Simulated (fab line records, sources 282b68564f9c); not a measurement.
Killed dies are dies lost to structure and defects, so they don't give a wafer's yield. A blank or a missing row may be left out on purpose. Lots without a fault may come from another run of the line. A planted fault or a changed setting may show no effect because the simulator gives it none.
Split-lot experiment | flow rit_cmos | 5 lots, 23 wafers read, on a route of 202 steps

THE SPLIT
At RIT_M1_SPUTTER_00 (material Al, target thk 400 nm, time 500 s), the setting time_s was moved away from the recipe's 500 s on 10 of the 23 wafers read, by -12.7% to +8.0%. The other wafers ran this setting at the recipe's value.

FROM THE SPLIT TO THE READING: what the file shows between them, 1 step
- RIT_M1_RS_MEAS_01: measures by four-point-probe

THE READING
M1_AL_THK, in nm, at RIT_M1_THK_MEAS_02 (measures by xrf). Fault-free wafers of this fab line usually give 400 nm, standard deviation 3.9 nm.

wafer  | tool, chamber at the split | time_s as run, s | against the recipe | M1_AL_THK, nm | against lot-mates on the recipe
L076.1 | pvd_sputter-01, -          | 447.8            | -10.4%             | 362           | -44
L076.2 | pvd_sputter-01, -          | 447.8            | -10.4%             | 363           | -43
L076.3 | pvd_sputter-01, -          | 500              | recipe             | 404           | -
L076.4 | pvd_sputter-01, -          | 500              | recipe             | 407           | -
L076.6 | pvd_sputter-01, -          | 500              | recipe             | 406           | -
L079.1 | pvd_sputter-03, -          | 500              | recipe             | 399           | -
L079.3 | pvd_sputter-03, -          | 540.2            | +8.0%              | 431           | +34
L079.4 | pvd_sputter-03, -          | 540.2            | +8.0%              | 435           | +38
L079.5 | pvd_sputter-03, -          | 540.2            | +8.0%              | 430           | +33
L079.6 | pvd_sputter-03, -          | 500              | recipe             | 395           | -
L080.1 | pvd_sputter-01, -          | 500              | recipe             | 396           | -
L080.2 | pvd_sputter-01, -          | 500              | recipe             | 403           | -
L080.6 | pvd_sputter-01, -          | 500              | recipe             | 406           | -
L082.1 | pvd_sputter-01, -          | 500              | recipe             | 401           | -
L082.2 | pvd_sputter-01, -          | 500              | recipe             | 400           | -
L082.3 | pvd_sputter-01, -          | 500              | recipe             | 396           | -
L082.4 | pvd_sputter-01, -          | 436.6            | -12.7%             | 351           | -48
L082.6 | pvd_sputter-01, -          | 436.6            | -12.7%             | 345           | -54
L085.1 | pvd_sputter-03, -          | 500              | recipe             | 398           | -
L085.2 | pvd_sputter-03, -          | 500              | recipe             | 392           | -
L085.3 | pvd_sputter-03, -          | 466.7            | -6.7%              | 372           | -23
L085.4 | pvd_sputter-03, -          | 466.7            | -6.7%              | 370           | -25
L085.6 | pvd_sputter-03, -          | 466.7            | -6.7%              | 365           | -30

THE FIT
A straight line over all 23 wafers: M1_AL_THK changes by +4.02 nm for each +1% of time_s; r = +0.98; the points scatter about the line by 4.5 nm.
The same after taking each lot's own level away (the mean of its wafers on the recipe; 23 wafers): +4.13 nm for each +1%; r = +0.99; scatter 2.8 nm.
On that fit, the largest move of time_s shifts the reading by 52 nm.
The lots' own levels span 395.0 to 405.7 nm, that is 2.7 times the standard deviation above.
So the lot-to-lot level changes the slope little: the two slopes agree.
Check: with one of the wafers moved furthest among these (-12.7%) left out of the fit, the line predicts -52.8 nm for it against its lot-mates. It came out at -48 nm against them.

OTHER SPLITS ON THESE WAFERS
These wafers also went through other splits before the reading. Each is held against what the fit with the lots' levels taken away leaves over:
other split on the same wafers | wafers away from the commonest value | r with M1_AL_THK (lot level and that fit taken away)
RIT_SILICIDE_SPUTTER_01 time_s | 7                                    | -0.06
RIT_CONTACT_CVD_00 time_s      | 7                                    | +0.08

THE WHOLE CHAIN: every reading that the file lists as answering this split, in the file's order
step               | what it does                               | reading                                                                     | change (the file's fit)               | r (the file's)
RIT_M1_SPUTTER_00  | material Al, target thk 400 nm, time 500 s | Al_of_M1_SPUTTER_00.thk_nm (the simulator's own value, which no gauge read) | +4.03 nm for each +1% of the setting  | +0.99
RIT_M1_RS_MEAS_01  | measures by four-point-probe               | M1_AL_RS                                                                    | -0.000842 for each +1% of the setting | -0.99
RIT_M1_THK_MEAS_02 | measures by xrf                            | M1_AL_THK                                                                   | +4.07 for each +1% of the setting     | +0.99

THE FILE'S OWN FIT
M1_AL_THK changes by +4.07 nm for each +1% of time_s, r = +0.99.
